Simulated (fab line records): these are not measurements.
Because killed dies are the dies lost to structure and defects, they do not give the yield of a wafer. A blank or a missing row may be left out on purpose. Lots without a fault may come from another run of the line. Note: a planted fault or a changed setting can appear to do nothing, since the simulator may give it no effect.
8D (eight disciplines) problem report, filled in by code / flow rit_cmos / the parts of the form that need people (team, actions taken, sign-off) are left out

== 1. WHAT IS WRONG ==
ACTIVE_NITRIDE_THK at RIT_ACTIVE_THK_MEAS_04 reads a mean of 123.9 nm on 3 wafers of 1 lot; wafers without a fault read 151.4 nm with a standard deviation of 1.6. Relative to the usual mean, that is a shift of -17 standard deviations.
First observed at day 3 16:57: wafer L341.4, on film_metro-03. The record has a number at this step for 39 wafers belonging to 13 lots. Rule for "out" (also "out of limits"): further than 4 standard deviations from the usual mean. Any other wafer with a number is counted as sound.

== 2. WHAT IT IS, AND WHAT IT ISN'T ==
question=which readings at this step | is=ACTIVE_NITRIDE_THK | is not=-
question=which lots | is=L341 | is not=L333, L334, L335, L336, L337, L338, L339, L344, L347, L348, L351, L352
question=which wafers of those lots | is=all that have a number | is not=-
question=read on which gauges | is=film_metro-03 | is not=film_metro-01, film_metro-04
question=when | is=from day 3 16:57 | is not=up to then (21 sound wafers); but 15 sound wafers of L344, L347, L348, L351, L352 came after

== 3. SUSPECTS, AND WHAT RULES EACH OUT ==
Counting: any tool at a process step up to the reading is kept as a suspect provided that every lot that is out went through it and no sound lot did after the first of them.
- the gauge at RIT_ACTIVE_THK_MEAS_04 is ruled out. All the wafers that are out were read on film_metro-03, but those of them that RIT_ACTIVE_ETCH_13 has rows for are out there too, on other tools.
- lpcvd-02 at RIT_ACTIVE_CVD_03 (deposits Si3N4 from SiH2Cl2/NH3, target thk 150 nm, time 1500 s): kept. It ran the lot that is out, L341 (day 3 15:31), and no sound lot after that; its last sound lot up to then is L339 (day 3 07:08).
After counting, what remains is lpcvd-02 at RIT_ACTIVE_CVD_03.

== 4. THE CAUSE (what the simulator had put in) ==
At RIT_ACTIVE_CVD_03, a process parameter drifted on lpcvd-02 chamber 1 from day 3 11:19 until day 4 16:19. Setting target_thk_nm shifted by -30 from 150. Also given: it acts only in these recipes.
This tool alone remained once counting was done.

== 5. THE EFFECT CHAIN, in route order ==
Rows list readings where the struck wafers' mean (over those with a number) sits beyond 3 standard deviations from the usual. Only readings whose record carries a usual standard deviation are examined. hours: median over the lots of the time between each lot's start at the first step of this table that gives one and its start at this step. sigmas: the change, counted in usual standard deviations.
hours=0; step=RIT_ACTIVE_THK_MEAS_04; reading=ACTIVE_NITRIDE_THK; usual=151.4 nm; on struck wafers=123.9; change=-27.5; sigmas=-17
hours=1; step=RIT_ACTIVE_ETCH_13; reading=oes_product_au; usual=0.824 a.u.; on struck wafers=0.759; change=-0.065; sigmas=-5.0
Here are the process steps it includes:
- RIT_ACTIVE_ETCH_13: etches Si3N4 in SF6, stops on SiO2, time 210 s, target depth 210 nm.
Later measuring or inspecting steps at which every struck wafer that the step has a row for has a number for every such reading, and none has moved that far: RIT_NWELL_OVL_MEAS_06.

== 6. WHAT WOULD HAVE CAUGHT IT SOONER ==
In this record the first reading out of limits at a measuring or inspecting step was taken at day 3 16:57, 6 hours after the fault began at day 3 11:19.
All the lots that are out (1) had begun RIT_ACTIVE_CVD_03 on lpcvd-02 by day 3 16:57. Tool hold at that time: it would have spared none of them.
